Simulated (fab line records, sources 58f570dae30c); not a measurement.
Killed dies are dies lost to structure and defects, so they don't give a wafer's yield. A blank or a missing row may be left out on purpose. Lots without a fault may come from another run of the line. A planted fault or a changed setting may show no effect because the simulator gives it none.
Which tool did it? | flow berkeley_cmos170 | 14 lots, 42 wafers sampled, at 5 steps of a route of 331

WHAT THE GAUGES READ, wafer by wafer
UCB170_ACTIVE_CD_MEAS_90: target cd 1200 nm. Usual: cd_nm 1200.0 nm, standard deviation 1.3.
lot  | measured    | on        | cd_nm (nm)           | flag
L612 | day 4 08:50 | cd_sem-01 | 1199.9 1199.3 1199.8 |
L613 | day 5 05:22 | cd_sem-01 | 1200.2 1199.0 1200.0 |
L614 | day 5 05:00 | cd_sem-01 | 1198.7 1198.1 1197.9 |
L615 | day 5 09:08 | cd_sem-01 | 1200.8 1200.4 1200.7 |
L617 | day 5 16:57 | cd_sem-02 | 1199.5 1200.5 1199.1 |
L618 | day 6 00:56 | cd_sem-02 | 1201.8 1202.0 1202.7 |
L619 | day 6 01:18 | cd_sem-01 | 1199.3 1198.0 1198.1 |
L620 | day 6 10:59 | cd_sem-01 | 1202.1 1202.4 1201.3 |
L621 | day 6 11:16 | cd_sem-02 | 1196.7 1199.1 1199.0 |
L623 | day 7 08:01 | cd_sem-01 | 1199.9 1199.0 1199.5 |
L624 | day 7 08:38 | cd_sem-02 | 1198.6 1198.3 1199.2 |
L628 | day 7 18:17 | cd_sem-01 | 1200.9 1202.0 1201.0 |
L634 | day 9 20:17 | cd_sem-02 | 1200.7 1201.5 1200.1 |
L635 | day 9 20:06 | cd_sem-01 | 1199.7 1199.4 1200.5 |

UCB170_PVT_TW_MEAS_09. Usual: PVT_TW 506, standard deviation 3.3.
lot  | measured     | on            | PVT_TW      | flag
L612 | day 5 23:34  | film_metro-04 | 512 513 511 |
L613 | day 6 22:11  | film_metro-03 | 507 505 503 |
L614 | day 6 21:49  | film_metro-01 | 502 501 502 |
L615 | day 6 22:06  | film_metro-04 | 506 510 508 |
L617 | day 7 05:12  | film_metro-01 | 500 500 498 |
L618 | day 7 13:46  | film_metro-01 | 501 505 501 |
L619 | day 7 13:35  | film_metro-04 | 508 508 508 |
L620 | day 8 07:35  | film_metro-03 | 506 505 504 |
L621 | day 8 07:19  | film_metro-03 | 505 508 507 |
L623 | day 9 05:04  | film_metro-03 | 504 506 504 |
L624 | day 9 04:49  | film_metro-03 | 466 467 465 | OFF
L628 | day 9 18:40  | film_metro-03 | 468 469 468 | OFF
L634 | day 11 07:37 | film_metro-01 | 504 504 507 |
L635 | day 11 08:25 | film_metro-03 | 506 507 506 |

UCB170_PLDD_CD_MEAS_06: target cd 1200 nm. Usual: cd_nm 1199.9 nm, standard deviation 1.4.
lot  | measured     | on        | cd_nm (nm)           | flag
L612 | day 6 15:19  | cd_sem-02 | 1200.4 1201.2 1201.4 |
L613 | day 7 14:01  | cd_sem-01 | 1198.1 1197.9 1198.4 |
L614 | day 7 13:47  | cd_sem-01 | 1198.3 1199.1 1198.2 |
L615 | day 7 13:55  | cd_sem-01 | 1200.3 1200.7 1200.2 |
L617 | day 7 21:43  | cd_sem-01 | 1201.1 1203.0 1202.2 |
L618 | day 8 09:37  | cd_sem-01 | 1200.6 1199.6 1200.1 |
L619 | day 8 09:25  | cd_sem-02 | 1198.7 1196.2 1197.4 |
L620 | day 9 04:21  | cd_sem-01 | 1199.2 1198.4 1196.9 |
L621 | day 9 03:49  | cd_sem-01 | 1200.8 1201.7 1201.0 |
L623 | day 10 02:19 | cd_sem-02 | 1197.7 1198.5 1198.9 |
L624 | day 10 01:42 | cd_sem-01 | 1197.9 1199.1 1200.0 |
L628 | day 10 05:47 | cd_sem-01 | 1202.9 1200.9 1201.1 |
L634 | day 11 21:37 | cd_sem-02 | 1199.9 1201.3 1201.4 |
L635 | day 11 21:23 | cd_sem-02 | 1201.0 1200.6 1201.3 |

WHICH TOOL RAN EACH LOT (tool, then ch and the chambers of the sampled wafers, then the start)
lot  | UCB170_NWELL_STRIP_15               | UCB170_PVT_IMPLANT_07
L612 | plasma_asher-02 ch 0,1, day 2 07:04 | implanter-04 ch 0, day 5 23:20
L613 | plasma_asher-01 ch 0,1, day 2 18:45 | implanter-02 ch 0, day 6 21:56
L614 | plasma_asher-02 ch 0,1, day 2 20:42 | implanter-03 ch 0, day 6 21:35
L615 | plasma_asher-04 ch 0,1, day 3 01:57 | implanter-04 ch 0, day 6 21:53
L617 | plasma_asher-02 ch 0,1, day 3 08:14 | implanter-04 ch 0, day 7 04:59
L618 | plasma_asher-04 ch 0,1, day 3 19:55 | implanter-04 ch 0, day 7 13:31
L619 | plasma_asher-01 ch 0,1, day 3 20:11 | implanter-03 ch 0, day 7 13:20
L620 | plasma_asher-02 ch 0,1, day 4 07:02 | implanter-03 ch 0, day 8 07:20
L621 | plasma_asher-01 ch 0,1, day 4 13:34 | implanter-02 ch 0, day 8 07:04
L623 | plasma_asher-04 ch 0,1, day 5 01:05 | implanter-02 ch 0, day 9 04:50
L624 | plasma_asher-02 ch 0,1, day 5 01:22 | implanter-04 ch 0, day 9 04:35
L628 | plasma_asher-04 ch 0,1, day 5 17:14 | implanter-04 ch 0, day 9 18:26
L634 | plasma_asher-01 ch 0,1, day 7 06:25 | implanter-02 ch 0, day 11 07:23
L635 | plasma_asher-04 ch 0,1, day 7 06:39 | implanter-02 ch 0, day 11 08:05
- UCB170_NWELL_STRIP_15: strips in O2.
- UCB170_PVT_IMPLANT_07

WHAT THE TOOLS THEMSELVES READ (means of the sampled wafers that have a number; where no wafer has one, the mark that the record gives instead)
UCB170_NWELL_STRIP_15. Usual: drypump_motor_current_A 5.4 A, standard deviation 0.36; oes_product_au 0.722 a.u., standard deviation 0.0048; strip_time_to_endpoint_s 17.98 s, standard deviation 0.072.
lot  | tool            | drypump_motor_current_A (A) | oes_product_au (a.u.) | strip_time_to_endpoint_s (s) | flag
L612 | plasma_asher-02 | 5.5                         | 0.720                 | 17.96                        |
L613 | plasma_asher-01 | 5.5                         | 0.723                 | 17.94                        |
L614 | plasma_asher-02 | 5.3                         | 0.722                 | 17.96                        |
L615 | plasma_asher-04 | 5.0                         | 0.722                 | 18.05                        |
L617 | plasma_asher-02 | 5.5                         | 0.721                 | 17.98                        |
L618 | plasma_asher-04 | 5.4                         | 0.722                 | 17.93                        |
L619 | plasma_asher-01 | 5.7                         | 0.723                 | 18.01                        |
L620 | plasma_asher-02 | 5.5                         | 0.726                 | 18.04                        |
L621 | plasma_asher-01 | 5.7                         | 0.720                 | 17.95                        |
L623 | plasma_asher-04 | 5.0                         | 0.724                 | 17.85                        |
L624 | plasma_asher-02 | 5.3                         | 0.723                 | 17.99                        |
L628 | plasma_asher-04 | 5.4                         | 0.722                 | 18.04                        |
L634 | plasma_asher-01 | 5.7                         | 0.722                 | 17.99                        |
L635 | plasma_asher-04 | 5.1                         | 0.717                 | 17.99                        |

UCB170_PVT_IMPLANT_07. Usual: beam_on_s 10.01 s, standard deviation 0.19; faraday_current_uA 6.34, standard deviation 0.12.
lot  | tool         | beam_on_s (s) | faraday_current_uA | flag
L612 | implanter-04 | 10.02         | 6.33               |
L613 | implanter-02 | 10.12         | 6.26               |
L614 | implanter-03 | 9.87          | 6.43               |
L615 | implanter-04 | 9.96          | 6.38               |
L617 | implanter-04 | 10.06         | 6.30               |
L618 | implanter-04 | 10.16         | 6.26               |
L619 | implanter-03 | 9.84          | 6.46               |
L620 | implanter-03 | 9.91          | 6.41               |
L621 | implanter-02 | 9.99          | 6.35               |
L623 | implanter-02 | 9.96          | 6.36               |
L624 | implanter-04 | 7.78          | 8.16               | OFF
L628 | implanter-04 | 7.68          | 8.30               | OFF
L634 | implanter-02 | 10.02         | 6.34               |
L635 | implanter-02 | 9.96          | 6.37               |

THE ANSWER, worked out from the rows above alone
Rule: a lot is off if the mean of its wafers that have a number lies more than 3 standard deviations from the usual mean. A lot without any number at a reading at which 4 lots or more have one is off too. The other lots that the step has rows for count as sound. The gauges are gone through in route order, then the tools' own readings, and for those a lot's mean is taken as printed above. The first step at which some lot is off is used, and at that step the reading that is off furthest; a lot without a number counts as furthest.
Off: L624, L628, at UCB170_PVT_TW_MEAS_09 (PVT_TW).
A tool fits if, at a process step before that reading, it ran every lot that is off, and no sound lot after the first of them. The gauges at UCB170_PVT_TW_MEAS_09 aren't tried: what is off there is off at UCB170_PVT_IMPLANT_07 too, on other tools, and a gauge's error can't cause that. One fits: implanter-04 at UCB170_PVT_IMPLANT_07. Its last sound lot is L618 (day 7 13:31), its first lot that is off L624 (day 9 04:35): a fault that began between those two fits.
The tool's own readings at UCB170_PVT_IMPLANT_07 bear it out: on the lots that are off they differ by more than 5 times the standard deviation of the sound lots' means. beam_on_s reads 7.73 s there against 9.99 s on the sound lots; faraday_current_uA reads 8.23 there against 6.35 on the sound lots.

WHAT THE SIMULATOR HAD PUT IN
Process parameter drift: implanter-04, from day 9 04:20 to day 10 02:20, at UCB170_PVT_IMPLANT_07. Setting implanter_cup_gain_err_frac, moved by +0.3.
Lots struck among those shown: L624, L628. The rule above found the same.
